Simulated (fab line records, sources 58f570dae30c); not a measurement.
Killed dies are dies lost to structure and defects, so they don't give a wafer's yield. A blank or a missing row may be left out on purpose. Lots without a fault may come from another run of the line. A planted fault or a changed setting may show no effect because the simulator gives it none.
Which tool did it? | flow berkeley_cmos170 | 13 lots, 39 wafers sampled, at 4 steps of a route of 331

WHAT THE GAUGES READ, wafer by wafer
UCB170_CONTACT_THK_MEAS_02.
lot  | measured     | on            | CONTACT_PSG_THK (nm)
L678 | day 7 08:14  | film_metro-02 | 694 695 690
L680 | day 7 10:01  | film_metro-01 | 694 698 697
L683 | day 7 22:29  | film_metro-02 | 711 702 707
L686 | day 9 05:38  | film_metro-03 | 699 694 701
L687 | day 9 05:40  | film_metro-02 | 690 690 688
L688 | day 9 15:22  | film_metro-02 | 693 701 698
L689 | day 9 15:23  | film_metro-01 | 714 717 716
L690 | day 9 13:38  | film_metro-03 | 694 697 691
L691 | day 10 02:40 | film_metro-03 | 696 698 691
L696 | day 10 13:05 | film_metro-03 | 708 704 708
L697 | day 10 14:52 | film_metro-03 | 699 704 706
L699 | day 11 21:02 | film_metro-02 | 695 701 701
L701 | day 12 06:38 | film_metro-01 | 698 698 697

UCB170_CONTACT_CD_MEAS_15: target cd 700 nm.
lot  | measured     | on        | cd_nm (nm)
L678 | day 7 10:19  | cd_sem-01 | 699.3 699.6 698.8
L680 | day 7 11:59  | cd_sem-02 | 698.9 697.8 699.5
L683 | day 8 00:56  | cd_sem-02 | 701.2 700.5 702.0
L686 | day 9 07:47  | cd_sem-02 | 700.0 700.2 699.7
L687 | day 9 07:58  | cd_sem-02 | 698.2 697.8 698.2
L688 | day 9 18:20  | cd_sem-02 | 700.6 700.8 700.4
L689 | day 9 18:40  | cd_sem-02 | 698.4 700.1 700.2
L690 | day 9 15:20  | cd_sem-01 | 697.6 697.9 698.6
L691 | day 10 04:46 | cd_sem-02 | 701.2 701.4 700.8
L696 | day 10 14:48 | cd_sem-01 | 700.2 700.8 700.8
L697 | day 10 16:55 | cd_sem-01 | 699.1 700.4 701.7
L699 | day 11 23:18 | cd_sem-02 | 698.2 698.6 697.5
L701 | day 12 09:32 | cd_sem-01 | 699.9 699.5 699.5

UCB170_M2_THK_MEAS_03: measures by xrf.
lot  | measured     | on            | M2_AL_THK (nm)
L678 | day 7 22:13  | film_metro-03 | 881 884 882
L680 | day 7 23:20  | film_metro-04 | 881 886 877
L683 | day 8 10:04  | film_metro-01 | 882 888 887
L686 | day 9 18:22  | film_metro-01 | 884 876 882
L687 | day 9 18:11  | film_metro-04 | 906 892 895
L688 | day 10 04:52 | film_metro-03 | 882 875 878
L689 | day 10 04:42 | film_metro-01 | 887 892 891
L690 | day 10 04:30 | film_metro-03 | 897 891 887
L691 | day 10 18:00 | film_metro-03 | 893 899 893
L696 | day 11 00:48 | film_metro-04 | 889 884 883
L697 | day 11 03:08 | film_metro-03 | 885 881 881
L699 | day 12 12:06 | film_metro-03 | 903 904 914
L701 | day 12 22:33 | film_metro-01 | 915 912 916

WHICH TOOL RAN EACH LOT (tool, then ch and the chambers of the sampled wafers, then the start)
lot  | UCB170_PSD_CLEAN_11
L678 | wet_bench-03 ch 3, day 7 02:15
L680 | wet_bench-03 ch 1, day 7 02:36
L683 | wet_bench-01 ch 1, day 7 13:54
L686 | wet_bench-02 ch 1, day 8 23:25
L687 | wet_bench-02 ch 0, day 8 23:25
L688 | wet_bench-03 ch 1, day 9 07:44
L689 | wet_bench-03 ch 3, day 9 07:44
L690 | wet_bench-03 ch 3, day 9 07:44
L691 | wet_bench-02 ch 3, day 9 20:55
L696 | wet_bench-02 ch 3, day 10 07:19
L697 | wet_bench-02 ch 2, day 10 07:46
L699 | wet_bench-02 ch 3, day 11 14:05
L701 | wet_bench-01 ch 2, day 11 22:26
- UCB170_PSD_CLEAN_11: cleans in SPM, time 600 s.

WHAT THE TOOLS THEMSELVES READ (means of the sampled wafers that have a number; where no wafer has one, the mark that the record gives instead)
The record holds no such reading with a usual standard deviation.

THE ANSWER, worked out from the rows above alone
Rule: what is usual is taken from the lots themselves. Put in order of their means at a reading, lots are off if they are a third of the lots or fewer, leave a main group of 4 or more, and stand apart from it by a gap of 3 or more times the standard deviation of the main group's means; of several such gaps the widest counts. A main group whose means are all the same, to the digits that the tables above print for the reading, isn't used. A lot without any number at a reading at which 4 lots or more have one is off too. The other lots that the step has rows for count as sound. The gauges are gone through in route order, then the tools' own readings, and for those a lot's mean is taken as printed above. The first step at which some lot is off is used, and at that step the reading that is off furthest; a lot without a number counts as furthest.
No lot is off at any reading shown: from this, nothing can be told.

WHAT THE SIMULATOR HAD PUT IN
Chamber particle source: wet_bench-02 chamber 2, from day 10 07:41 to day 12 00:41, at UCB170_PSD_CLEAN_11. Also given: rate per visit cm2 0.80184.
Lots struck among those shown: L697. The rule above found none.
